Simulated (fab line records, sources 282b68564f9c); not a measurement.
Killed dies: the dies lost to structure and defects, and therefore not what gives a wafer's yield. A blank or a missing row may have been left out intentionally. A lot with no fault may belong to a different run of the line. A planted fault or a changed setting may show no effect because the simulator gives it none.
Which of the tools did it? | flow ritCmos | 45 wafers from 15 lots sampled at 2 of the route's 202 steps

WHAT EACH GAUGE READ, for each wafer
RIT_NRETRO_TW_MEAS_10. Usual: NRETRO_TW typically reads 1045, with standard deviation 7.6.
lot  | measured    | on           | NRETRO_TW      | flag
L793 | day 3 03:49 | filmMetro-01 | 1047 1054 1055 | 
L794 | day 3 08:11 | filmMetro-01 | 1049 1051 1052 | 
L795 | day 3 11:13 | filmMetro-01 | 1048 1054 1046 | 
L796 | day 3 14:34 | filmMetro-01 | 1053 1057 1054 | 
L797 | day 3 18:49 | filmMetro-03 | 1047 1043 1043 | 
L798 | day 4 00:48 | filmMetro-01 | 1051 1051 1051 | 
L799 | day 4 11:28 | filmMetro-04 | 1034 1037 1036 | 
L800 | day 4 12:58 | filmMetro-03 | 1042 1040 1033 | 
L803 | day 5 02:19 | filmMetro-01 | 936 936 931    | OFF
L804 | day 5 07:38 | filmMetro-04 | 929 926 930    | OFF
L805 | day 5 12:37 | filmMetro-03 | 948 945 946    | OFF
L810 | day 6 13:06 | filmMetro-04 | 1038 1035 1039 | 
L811 | day 6 17:30 | filmMetro-03 | 1046 1039 1046 | 
L812 | day 6 23:34 | filmMetro-03 | 1048 1045 1047 | 
L813 | day 7 02:26 | filmMetro-03 | 1052 1056 1049 | 

EACH LOT AND THE TOOL THAT RAN IT (in order: tool; ch and the chambers of the sampled wafers; start)
lot  | RIT_NRETRO_IMPLANT_08
L793 | implanter-04 ch 0, day 3 03:29
L794 | implanter-02 ch 0, day 3 07:52
L795 | implanter-02 ch 0, day 3 10:54
L796 | implanter-04 ch 0, day 3 14:14
L797 | implanter-04 ch 0, day 3 18:31
L798 | implanter-04 ch 0, day 4 00:28
L799 | implanter-02 ch 0, day 4 10:59
L800 | implanter-01 ch 0, day 4 12:40
L803 | implanter-02 ch 0, day 5 01:52
L804 | implanter-02 ch 0, day 5 07:20
L805 | implanter-02 ch 0, day 5 12:19
L810 | implanter-04 ch 0, day 6 12:47
L811 | implanter-04 ch 0, day 6 17:13
L812 | implanter-01 ch 0, day 6 23:14
L813 | implanter-04 ch 0, day 7 02:06
- RIT_NRETRO_IMPLANT_08

AS READ BY THE TOOLS THEMSELVES (means over the sampled wafers that have a number; for cases with no such wafer, the mark the record gives instead)
RIT_NRETRO_IMPLANT_08. Usual: beamEnergyKeV 69.999, standard deviation 0.023; endStationPressureTorr 5.02e-06 Torr, standard deviation 2.8e-07.
lot  | tool         | beamEnergyKeV | endStationPressureTorr (Torr) | flag
L793 | implanter-04 | 70.025        | 4.90e-06                      | 
L794 | implanter-02 | 70.010        | 5.27e-06                      | 
L795 | implanter-02 | 69.981        | 5.15e-06                      | 
L796 | implanter-04 | 69.994        | 5.11e-06                      | 
L797 | implanter-04 | 70.016        | 4.92e-06                      | 
L798 | implanter-04 | 69.958        | 5.25e-06                      | 
L799 | implanter-02 | 70.002        | 5.08e-06                      | 
L800 | implanter-01 | 70.001        | 4.91e-06                      | 
L803 | implanter-02 | 45.489        | 4.91e-06                      | OFF
L804 | implanter-02 | 45.503        | 4.93e-06                      | OFF
L805 | implanter-02 | 45.513        | 4.89e-06                      | OFF
L810 | implanter-04 | 69.999        | 5.02e-06                      | 
L811 | implanter-04 | 69.997        | 4.99e-06                      | 
L812 | implanter-01 | 69.998        | 5.11e-06                      | 
L813 | implanter-04 | 69.951        | 4.93e-06                      | 

THE ANSWER, worked out from the rows above alone
Rule: lot off if the mean of its wafers having a number is beyond 3 standard deviations from the usual mean. A lot without any number at a reading at which 4 lots or more have one is off too. Any other lot the step has rows for is counted as sound. The gauges are gone through in route order, then the tools' own readings, and for those a lot's mean is taken as printed above. The first step at which some lot is off is used, and at that step the reading that is off furthest; a lot without a number counts as furthest.
Off: at RIT_NRETRO_TW_MEAS_10 (NRETRO_TW), L803, L804, L805.
If a tool, at a process step before that reading, ran all the lots that are off and no sound lot after the first of them, it fits. The gauges at RIT_NRETRO_TW_MEAS_10 aren't tried: what is off there is off at RIT_NRETRO_IMPLANT_08 too, on other tools, and a gauge's error can't cause that. One fits: implanter-02 at RIT_NRETRO_IMPLANT_08. A fault onset in the window from L799 (day 4 10:59, its last sound lot) to L803 (day 5 01:52, its first lot off) fits.
On the lots that are off, the tool's own readings at RIT_NRETRO_IMPLANT_08 differ by more than 5 times the standard deviation of the sound lots' means, which bears it out; beamEnergyKeV reads 45.502 there versus 69.994 on the sound lots.

WHAT THE SIMULATOR HAD PUT IN
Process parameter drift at RIT_NRETRO_IMPLANT_08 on implanter-02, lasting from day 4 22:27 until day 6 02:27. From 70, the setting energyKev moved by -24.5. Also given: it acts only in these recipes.
Struck lots among those shown: L803, L804, L805. Same finding as the rule above.
